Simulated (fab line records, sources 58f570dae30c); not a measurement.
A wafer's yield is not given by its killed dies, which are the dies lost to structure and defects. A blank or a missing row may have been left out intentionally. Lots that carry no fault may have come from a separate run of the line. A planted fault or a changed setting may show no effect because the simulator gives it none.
Which tool is to blame? / flow berkeley-cmos170 / 14 lots, 42 wafers sampled, at 4 steps of a route of 331

WHAT THE GAUGES READ, wafer by wafer
UCB170_FIELD_THK_MEAS_90. Usual: FIELD_OXIDE_LEFT_1_THK gives 441 nm (standard deviation 11).
lot=L261; measured=day 5 09:28; on=film-metro-04; FIELD_OXIDE_LEFT_1_THK (nm)=445 445 444; flag=
lot=L262; measured=day 5 09:29; on=film-metro-03; FIELD_OXIDE_LEFT_1_THK (nm)=438 433 438; flag=
lot=L263; measured=day 6 03:33; on=film-metro-01; FIELD_OXIDE_LEFT_1_THK (nm)=452 455 453; flag=
lot=L264; measured=day 6 12:50; on=film-metro-01; FIELD_OXIDE_LEFT_1_THK (nm)=453 449 463; flag=
lot=L265; measured=day 6 12:50; on=film-metro-03; FIELD_OXIDE_LEFT_1_THK (nm)=453 459 449; flag=
lot=L266; measured=day 6 12:50; on=film-metro-04; FIELD_OXIDE_LEFT_1_THK (nm)=461 457 463; flag=
lot=L268; measured=day 7 12:33; on=film-metro-03; FIELD_OXIDE_LEFT_1_THK (nm)=462 452 457; flag=
lot=L269; measured=day 7 12:32; on=film-metro-04; FIELD_OXIDE_LEFT_1_THK (nm)=424 436 442; flag=
lot=L272; measured=day 7 17:50; on=film-metro-01; FIELD_OXIDE_LEFT_1_THK (nm)=435 439 433; flag=
lot=L274; measured=day 8 07:45; on=film-metro-04; FIELD_OXIDE_LEFT_1_THK (nm)=443 437 441; flag=
lot=L283; measured=day 10 18:27; on=film-metro-03; FIELD_OXIDE_LEFT_1_THK (nm)=433 450 433; flag=
lot=L284; measured=day 10 18:28; on=film-metro-01; FIELD_OXIDE_LEFT_1_THK (nm)=431 420 436; flag=

UCB170_NSD_OVL_MEAS_07. Usual: NSD_OVL gives 2 nm (standard deviation 4.5).
lot=L261; measured=day 7 14:01; on=overlay-02; NSD_OVL (nm)=3 4 -2; flag=
lot=L262; measured=day 7 14:13; on=overlay-01; NSD_OVL (nm)=1 0 1; flag=
lot=L263; measured=day 8 07:54; on=overlay-01; NSD_OVL (nm)=-3 4 9; flag=
lot=L264; measured=day 8 16:05; on=overlay-01; NSD_OVL (nm)=2 3 6; flag=
lot=L265; measured=day 8 16:20; on=overlay-01; NSD_OVL (nm)=-1 6 2; flag=
lot=L266; measured=day 8 15:58; on=overlay-02; NSD_OVL (nm)=6 2 0; flag=
lot=L268; measured=day 9 08:09; on=overlay-02; NSD_OVL (nm)=7 -2 -10; flag=
lot=L269; measured=day 9 07:52; on=overlay-01; NSD_OVL (nm)=-1 2 -1; flag=
lot=L272; measured=day 10 02:49; on=overlay-02; NSD_OVL (nm)=-3 7 0; flag=
lot=L274; measured=day 10 10:32; on=overlay-01; NSD_OVL (nm)=6 7 6; flag=
lot=L283; measured=day 13 04:41; on=overlay-01; NSD_OVL (nm)=-3 -4 -7; flag=
lot=L284; measured=day 13 05:15; on=overlay-01; NSD_OVL (nm)=4 -2 8; flag=

UCB170_M1_RS_MEAS_01: uses a four-point probe to measure. Usual: M1_AL_RS gives 0.0485 ohm/sq (standard deviation 0.00049).
lot=L261; measured=day 8 00:05; on=film-metro-04; M1_AL_RS (ohm/sq)=0.0487 0.0484 0.0480; flag=
lot=L262; measured=day 8 04:23; on=film-metro-03; M1_AL_RS (ohm/sq)=0.0487 0.0490 0.0485; flag=
lot=L263; measured=day 8 15:11; on=film-metro-03; M1_AL_RS (ohm/sq)=0.0478 0.0480 0.0483; flag=
lot=L264; measured=day 8 22:59; on=film-metro-04; M1_AL_RS (ohm/sq)=0.0486 0.0490 0.0488; flag=
lot=L265; measured=day 9 00:35; on=film-metro-03; M1_AL_RS (ohm/sq)=0.0478 0.0491 0.0483; flag=
lot=L266; measured=day 8 22:40; on=film-metro-02; M1_AL_RS (ohm/sq)=0.0487 0.0490 0.0493; flag=
lot=L268; measured=day 9 18:33; on=film-metro-03; M1_AL_RS (ohm/sq)=0.0490 0.0492 0.0489; flag=
lot=L269; measured=day 9 15:10; on=film-metro-02; M1_AL_RS (ohm/sq)=0.0480 0.0479 0.0478; flag=
lot=L272; measured=day 10 09:55; on=film-metro-02; M1_AL_RS (ohm/sq)=0.0483 0.0487 0.0487; flag=
lot=L274; measured=day 10 20:47; on=film-metro-03; M1_AL_RS (ohm/sq)=0.0480 0.0478 0.0476; flag=
lot=L283; measured=day 13 18:53; on=film-metro-02; M1_AL_RS (ohm/sq)=0.0487 0.0487 0.0491; flag=
lot=L284; measured=day 13 17:46; on=film-metro-04; M1_AL_RS (ohm/sq)=0.0484 0.0487 0.0486; flag=

WHAT TOOL EACH LOT RAN ON (gives the tool, then ch and the chambers of the sampled wafers, and finally the start)
lot=L261; UCB170_ACTIVE_OXIDATION_02=furnace-02 ch 0, day 4 05:00
lot=L262; UCB170_ACTIVE_OXIDATION_02=furnace-02 ch 0, day 4 05:00
lot=L263; UCB170_ACTIVE_OXIDATION_02=furnace-04 ch 0, day 4 19:10
lot=L264; UCB170_ACTIVE_OXIDATION_02=furnace-04 ch 0, day 5 03:02
lot=L265; UCB170_ACTIVE_OXIDATION_02=furnace-04 ch 0, day 5 03:02
lot=L266; UCB170_ACTIVE_OXIDATION_02=furnace-04 ch 0, day 5 03:02
lot=L268; UCB170_ACTIVE_OXIDATION_02=furnace-04 ch 0, day 6 04:45
lot=L269; UCB170_ACTIVE_OXIDATION_02=furnace-04 ch 0, day 6 04:45
lot=L272; UCB170_ACTIVE_OXIDATION_02=furnace-01 ch 0, day 6 14:44
lot=L274; UCB170_ACTIVE_OXIDATION_02=furnace-02 ch 0, day 7 02:49
lot=L279; UCB170_ACTIVE_OXIDATION_02=furnace-04, day 8 12:43
lot=L280; UCB170_ACTIVE_OXIDATION_02=furnace-04, day 8 12:43
lot=L283; UCB170_ACTIVE_OXIDATION_02=furnace-01 ch 0, day 9 07:59
lot=L284; UCB170_ACTIVE_OXIDATION_02=furnace-01 ch 0, day 9 07:59
- UCB170_ACTIVE_OXIDATION_02: target thk 26.4 nm, ox time 1260 s.

WHAT THE TOOLS THEMSELVES READ (means of the sampled wafers that have a number; where no wafer has one, the mark that the record gives instead)
UCB170_ACTIVE_OXIDATION_02. Usual: ox-temp-c 999.9 C, standard deviation 0.4; ox-temp-c-max 1002.8, standard deviation 0.76; zone-power-centre-pct 51.1 %, standard deviation 3.
lot=L261; tool=furnace-02; ox-temp-c (C)=1000.0; ox-temp-c-max=1003.8; zone-power-centre-pct (%)=47.8; flag=
lot=L262; tool=furnace-02; ox-temp-c (C)=999.9; ox-temp-c-max=1003.9; zone-power-centre-pct (%)=48.1; flag=
lot=L263; tool=furnace-04; ox-temp-c (C)=1000.3; ox-temp-c-max=1002.9; zone-power-centre-pct (%)=50.2; flag=
lot=L264; tool=furnace-04; ox-temp-c (C)=999.3; ox-temp-c-max=1002.0; zone-power-centre-pct (%)=50.1; flag=
lot=L265; tool=furnace-04; ox-temp-c (C)=1000.1; ox-temp-c-max=1002.4; zone-power-centre-pct (%)=50.3; flag=
lot=L266; tool=furnace-04; ox-temp-c (C)=999.9; ox-temp-c-max=1002.8; zone-power-centre-pct (%)=50.6; flag=
lot=L268; tool=furnace-04; ox-temp-c (C)=1000.1; ox-temp-c-max=1002.8; zone-power-centre-pct (%)=50.2; flag=
lot=L269; tool=furnace-04; ox-temp-c (C)=999.9; ox-temp-c-max=1002.4; zone-power-centre-pct (%)=50.2; flag=
lot=L272; tool=furnace-01; ox-temp-c (C)=999.7; ox-temp-c-max=1002.6; zone-power-centre-pct (%)=55.2; flag=
lot=L274; tool=furnace-02; ox-temp-c (C)=1000.1; ox-temp-c-max=1003.8; zone-power-centre-pct (%)=47.8; flag=
lot=L279; tool=furnace-04; ox-temp-c (C)=-; ox-temp-c-max=-; zone-power-centre-pct (%)=-; flag=OFF
lot=L280; tool=furnace-04; ox-temp-c (C)=-; ox-temp-c-max=-; zone-power-centre-pct (%)=-; flag=OFF
lot=L283; tool=furnace-01; ox-temp-c (C)=1000.3; ox-temp-c-max=1002.7; zone-power-centre-pct (%)=56.0; flag=
lot=L284; tool=furnace-01; ox-temp-c (C)=1000.4; ox-temp-c-max=1002.8; zone-power-centre-pct (%)=54.7; flag=

THE ANSWER, worked out from the rows above alone
Rule: a lot counts as off when the mean over its wafers that have a number is more than 3 standard deviations away from the usual mean. Also off: a lot with no number at a reading for which 4 or more lots have one. All remaining lots with rows at the step are treated as sound. The gauges are gone through in route order, then the tools' own readings, and for those a lot's mean is taken as printed above. At the first step where some lot is off, the reading lying furthest off is the one used; lots without a number count as furthest.
Off, at UCB170_ACTIVE_OXIDATION_02 on ox-temp-c: L279, L280. Without a number there: L279, L280.
A tool fits if, at that step or a process step before it, it ran every lot that is off, and no sound lot after the first of them. One candidate fits, namely furnace-04 at UCB170_ACTIVE_OXIDATION_02. A fault onset in the window from L268 (day 6 04:45, its last sound lot) to L279 (day 8 12:43, its first lot off) fits.
Blank at UCB170_ACTIVE_OXIDATION_02 on the lots that are off, where sound lots have numbers: ox-temp-c, ox-temp-c-max, zone-power-centre-pct.

WHAT THE SIMULATOR HAD PUT IN
Entire step skipped (furnace-04, UCB170_ACTIVE_OXIDATION_02), from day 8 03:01 onward. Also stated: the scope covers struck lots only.
Struck lots among those shown: L279, L280. This agrees with what the rule above found.
